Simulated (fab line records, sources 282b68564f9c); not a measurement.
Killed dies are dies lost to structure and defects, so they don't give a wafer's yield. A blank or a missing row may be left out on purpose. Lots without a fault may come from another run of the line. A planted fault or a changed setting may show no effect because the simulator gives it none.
Chamber matching | flow rit_cmos | RIT_GATE_ETCH_19 on rie_si-02: 4 sister chambers
The step etches poly-Si in SF6/CHF3/O2, stops on SiO2, time 165 s, target depth 312.5 nm. 7 wafers are shown with their chamber, then 7 later ones without.

WAFERS WITH THEIR CHAMBER
wafer  | chamber | drypump_motor_current_A (A) | throttle_valve_pct (%)
L938.2 | 1       | 5.1                         | 10.45
L938.6 | 0       | 5.8                         | 10.00
L940.2 | 3       | 4.8                         | 10.23
L940.5 | 3       | 4.8                         | 10.22
L940.6 | 0       | 5.7                         | 10.02
L942.3 | 1       | 5.1                         | 10.43
L942.4 | 2       | 5.8                         | 10.39

WAFERS WITHOUT THEIR CHAMBER
wafer  | drypump_motor_current_A (A) | throttle_valve_pct (%)
L942.6 | 5.7                         | 10.40
L944.1 | 5.8                         | 9.99
L944.4 | 5.7                         | 10.39
L944.6 | 4.7                         | 10.23
L946.2 | 4.8                         | 10.24
L946.3 | 5.1                         | 10.41
L946.6 | 5.1                         | 10.44

WHICH CHAMBER EACH WENT THROUGH
wafer  | from the rows above | in truth
L942.6 | 2                   | 2
L944.1 | 0                   | 0
L944.4 | 2                   | 2
L944.6 | 3                   | 3
L946.2 | 3                   | 3
L946.3 | 1                   | 1
L946.6 | 1                   | 1
Placed correctly: 7 of 7. Can't be placed from these rows: 0. Placed wrongly: 0.
How it was worked out, from the rows above alone: a wafer's distance from a chamber is the root of the sum, over the readings, of the square of ((its reading less the chamber's mean) divided by the reading's scatter). The wafer belongs to the nearest chamber; if the next one is less than 2 further off, it can't be placed. A chamber's mean is the mean of its shown wafers. The scatter: the root of (the sum of the squares of (reading less its chamber's mean) over the shown wafers, divided by (wafers less chambers)).
